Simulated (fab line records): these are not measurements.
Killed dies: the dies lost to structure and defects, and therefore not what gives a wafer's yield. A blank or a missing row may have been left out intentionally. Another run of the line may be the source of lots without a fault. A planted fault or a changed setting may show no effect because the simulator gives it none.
The tool behind it: which one? || flow berkeleyCmos170 || Sampling: 14 lots, 42 wafers, 3 of 331 route steps

## WHAT EACH GAUGE READ, for each wafer
UCB170_V2_CD_MEAS_12 targets a cd of 700 nm.
{"lot": "L125", "measured": "day 8 03:59", "on": "cdSem-02", "cdNm (nm)": "702.0 701.0 701.7"}
{"lot": "L126", "measured": "day 8 04:32", "on": "cdSem-02", "cdNm (nm)": "700.1 700.6 700.0"}
{"lot": "L128", "measured": "day 8 08:08", "on": "cdSem-02", "cdNm (nm)": "701.1 699.8 701.6"}
{"lot": "L130", "measured": "day 8 17:48", "on": "cdSem-01", "cdNm (nm)": "699.0 700.1 699.8"}
{"lot": "L129", "measured": "day 8 18:14", "on": "cdSem-01", "cdNm (nm)": "698.9 698.5 699.0"}
{"lot": "L131", "measured": "day 8 23:01", "on": "cdSem-01", "cdNm (nm)": "700.4 700.2 700.1"}
{"lot": "L132", "measured": "day 9 16:11", "on": "cdSem-01", "cdNm (nm)": "701.7 700.9 700.7"}
{"lot": "L133", "measured": "day 9 21:10", "on": "cdSem-02", "cdNm (nm)": "699.0 697.5 698.3"}
{"lot": "L135", "measured": "day 10 10:11", "on": "cdSem-01", "cdNm (nm)": "702.1 700.1 701.6"}
{"lot": "L137", "measured": "day 10 10:39", "on": "cdSem-01", "cdNm (nm)": "701.2 700.9 700.1"}
{"lot": "L140", "measured": "day 10 23:23", "on": "cdSem-02", "cdNm (nm)": "701.4 700.0 699.3"}
{"lot": "L142", "measured": "day 11 21:40", "on": "cdSem-02", "cdNm (nm)": "703.0 700.6 703.4"}
{"lot": "L145", "measured": "day 11 21:59", "on": "cdSem-01", "cdNm (nm)": "699.9 698.4 700.4"}
{"lot": "L143", "measured": "day 11 22:23", "on": "cdSem-02", "cdNm (nm)": "703.6 702.7 703.9"}

## EACH LOT AND THE TOOL THAT RAN IT (in order: tool; ch and the chambers of the sampled wafers; start)
{"lot": "L125", "UCB170_M2_STRIP_07": "plasmaAsher-03 ch 0,1, day 8 00:08", "UCB170_V2_SOFTBAKE_08": "lithoTrack-04 ch 0, day 8 03:19"}
{"lot": "L126", "UCB170_M2_STRIP_07": "plasmaAsher-01 ch 0,1, day 8 00:23", "UCB170_V2_SOFTBAKE_08": "lithoTrack-01 ch 0, day 8 03:43"}
{"lot": "L128", "UCB170_M2_STRIP_07": "plasmaAsher-03 ch 0,1, day 8 04:13", "UCB170_V2_SOFTBAKE_08": "lithoTrack-01 ch 0, day 8 07:29"}
{"lot": "L130", "UCB170_M2_STRIP_07": "plasmaAsher-04 ch 0,1, day 8 13:22", "UCB170_V2_SOFTBAKE_08": "lithoTrack-01 ch 0, day 8 17:09"}
{"lot": "L129", "UCB170_M2_STRIP_07": "plasmaAsher-03 ch 0,1, day 8 13:47", "UCB170_V2_SOFTBAKE_08": "lithoTrack-03 ch 0, day 8 17:34"}
{"lot": "L131", "UCB170_M2_STRIP_07": "plasmaAsher-03 ch 0,1, day 8 18:32", "UCB170_V2_SOFTBAKE_08": "lithoTrack-01 ch 0, day 8 22:07"}
{"lot": "L132", "UCB170_M2_STRIP_07": "plasmaAsher-03 ch 0,1, day 9 09:54", "UCB170_V2_SOFTBAKE_08": "lithoTrack-01 ch 0, day 9 15:07"}
{"lot": "L133", "UCB170_M2_STRIP_07": "plasmaAsher-03 ch 0,1, day 9 16:39", "UCB170_V2_SOFTBAKE_08": "lithoTrack-01 ch 0, day 9 20:38"}
{"lot": "L135", "UCB170_M2_STRIP_07": "plasmaAsher-04 ch 0,1, day 10 04:11", "UCB170_V2_SOFTBAKE_08": "lithoTrack-04 ch 0, day 10 09:02"}
{"lot": "L137", "UCB170_M2_STRIP_07": "plasmaAsher-01 ch 0,1, day 10 05:01", "UCB170_V2_SOFTBAKE_08": "lithoTrack-01 ch 0, day 10 09:13"}
{"lot": "L140", "UCB170_M2_STRIP_07": "plasmaAsher-01 ch 0,1, day 10 18:25", "UCB170_V2_SOFTBAKE_08": "lithoTrack-03 ch 0, day 10 22:29"}
{"lot": "L142", "UCB170_M2_STRIP_07": "plasmaAsher-01 ch 0, day 11 17:09", "UCB170_V2_SOFTBAKE_08": "lithoTrack-01 ch 0, day 11 20:50"}
{"lot": "L145", "UCB170_M2_STRIP_07": "plasmaAsher-04 ch 0,1, day 11 17:23", "UCB170_V2_SOFTBAKE_08": "lithoTrack-01 ch 0, day 11 21:18"}
{"lot": "L143", "UCB170_M2_STRIP_07": "plasmaAsher-03 ch 1, day 11 17:42", "UCB170_V2_SOFTBAKE_08": "lithoTrack-04 ch 0, day 11 21:32"}
- UCB170_M2_STRIP_07: strips in O2.
- UCB170_V2_SOFTBAKE_08: time 60 s.

## WHAT THE TOOLS THEMSELVES READ (means of the sampled wafers that have a number; where no wafer has one, the mark that the record gives instead)
UCB170_M2_STRIP_07.
{"lot": "L125", "tool": "plasmaAsher-03", "drypumpMotorCurrentA (A)": 6.0, "oesProductAu (a.u.)": 0.731, "stripTimeToEndpointS (s)": 21.92}
{"lot": "L126", "tool": "plasmaAsher-01", "drypumpMotorCurrentA (A)": 5.4, "oesProductAu (a.u.)": 0.738, "stripTimeToEndpointS (s)": 21.97}
{"lot": "L128", "tool": "plasmaAsher-03", "drypumpMotorCurrentA (A)": 6.1, "oesProductAu (a.u.)": 0.735, "stripTimeToEndpointS (s)": 21.95}
{"lot": "L130", "tool": "plasmaAsher-04", "drypumpMotorCurrentA (A)": 5.6, "oesProductAu (a.u.)": 0.736, "stripTimeToEndpointS (s)": 21.94}
{"lot": "L129", "tool": "plasmaAsher-03", "drypumpMotorCurrentA (A)": 6.1, "oesProductAu (a.u.)": 0.735, "stripTimeToEndpointS (s)": 22.01}
{"lot": "L131", "tool": "plasmaAsher-03", "drypumpMotorCurrentA (A)": 6.1, "oesProductAu (a.u.)": 0.735, "stripTimeToEndpointS (s)": 21.93}
{"lot": "L132", "tool": "plasmaAsher-03", "drypumpMotorCurrentA (A)": 6.1, "oesProductAu (a.u.)": 0.737, "stripTimeToEndpointS (s)": 21.96}
{"lot": "L133", "tool": "plasmaAsher-03", "drypumpMotorCurrentA (A)": 6.0, "oesProductAu (a.u.)": 0.737, "stripTimeToEndpointS (s)": 21.99}
{"lot": "L135", "tool": "plasmaAsher-04", "drypumpMotorCurrentA (A)": 5.5, "oesProductAu (a.u.)": 0.740, "stripTimeToEndpointS (s)": 21.82}
{"lot": "L137", "tool": "plasmaAsher-01", "drypumpMotorCurrentA (A)": 5.4, "oesProductAu (a.u.)": 0.731, "stripTimeToEndpointS (s)": 22.02}
{"lot": "L140", "tool": "plasmaAsher-01", "drypumpMotorCurrentA (A)": 5.9, "oesProductAu (a.u.)": 0.737, "stripTimeToEndpointS (s)": 21.98}
{"lot": "L142", "tool": "plasmaAsher-01", "drypumpMotorCurrentA (A)": 5.0, "oesProductAu (a.u.)": 0.734, "stripTimeToEndpointS (s)": 21.97}
{"lot": "L145", "tool": "plasmaAsher-04", "drypumpMotorCurrentA (A)": 5.6, "oesProductAu (a.u.)": 0.736, "stripTimeToEndpointS (s)": 21.88}
{"lot": "L143", "tool": "plasmaAsher-03", "drypumpMotorCurrentA (A)": 5.8, "oesProductAu (a.u.)": 0.737, "stripTimeToEndpointS (s)": 22.02}

UCB170_V2_SOFTBAKE_08.
{"lot": "L125", "tool": "lithoTrack-04", "resistLineTempC (C)": 23.03, "runLengthS (s)": 89.23}
{"lot": "L126", "tool": "lithoTrack-01", "resistLineTempC (C)": 22.94, "runLengthS (s)": 88.97}
{"lot": "L128", "tool": "lithoTrack-01", "resistLineTempC (C)": 23.00, "runLengthS (s)": 89.08}
{"lot": "L130", "tool": "lithoTrack-01", "resistLineTempC (C)": 23.01, "runLengthS (s)": 88.94}
{"lot": "L129", "tool": "lithoTrack-03", "resistLineTempC (C)": 22.95, "runLengthS (s)": 89.11}
{"lot": "L131", "tool": "lithoTrack-01", "resistLineTempC (C)": 23.11, "runLengthS (s)": 89.03}
{"lot": "L132", "tool": "lithoTrack-01", "resistLineTempC (C)": 23.12, "runLengthS (s)": 89.06}
{"lot": "L133", "tool": "lithoTrack-01", "resistLineTempC (C)": 23.14, "runLengthS (s)": 88.98}
{"lot": "L135", "tool": "lithoTrack-04", "resistLineTempC (C)": 22.88, "runLengthS (s)": 89.41}
{"lot": "L137", "tool": "lithoTrack-01", "resistLineTempC (C)": 22.96, "runLengthS (s)": 88.93}
{"lot": "L140", "tool": "lithoTrack-03", "resistLineTempC (C)": 23.01, "runLengthS (s)": 89.01}
{"lot": "L142", "tool": "lithoTrack-01", "resistLineTempC (C)": 23.06, "runLengthS (s)": 92.45}
{"lot": "L145", "tool": "lithoTrack-01", "resistLineTempC (C)": 22.98, "runLengthS (s)": 92.59}
{"lot": "L143", "tool": "lithoTrack-04", "resistLineTempC (C)": 22.85, "runLengthS (s)": 89.16}

## THE ANSWER, worked out from the rows above alone
Rule: what is usual is taken from the lots themselves. The widest of any qualifying gaps counts: lots, ordered by their means at a reading, are off when they make up no more than a third of the lots, leave a main group of 4 or more, and stand apart from it by 3 or more times the standard deviation of that group's means. A main group is skipped when, at the precision printed for the reading in the tables above, its means are all equal. A lot without any number at a reading at which 4 lots or more have one is off too. The other lots that the step has rows for count as sound. The gauges are gone through in route order, then the tools' own readings, and for those a lot's mean is taken as printed above. The first step at which some lot is off is used, and at that step the reading that is off furthest; a lot without a number counts as furthest.
Off: L142, L145, at UCB170_V2_SOFTBAKE_08 (runLengthS). Main group: mean 89.08 s, sd 0.13.
A tool fits if, at that step or a process step before it, it ran every lot that is off, and no sound lot after the first of them. One fits: lithoTrack-01 at UCB170_V2_SOFTBAKE_08. Its last sound lot is L137 (day 10 09:13), its first lot that is off L142 (day 11 20:50): a fault that began between those two fits.
On the lots that are off, the tool's own readings at UCB170_V2_SOFTBAKE_08 differ by more than 5 times the standard deviation of the sound lots' means, which bears it out; runLengthS reads 92.52 s there versus 89.08 s on the sound lots.

## WHAT WAS PUT IN BY THE SIMULATOR
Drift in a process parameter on lithoTrack-01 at UCB170_V2_SOFTBAKE_08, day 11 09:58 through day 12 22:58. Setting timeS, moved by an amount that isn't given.
Lots struck among those shown: L142, L145. Same finding as the rule above.
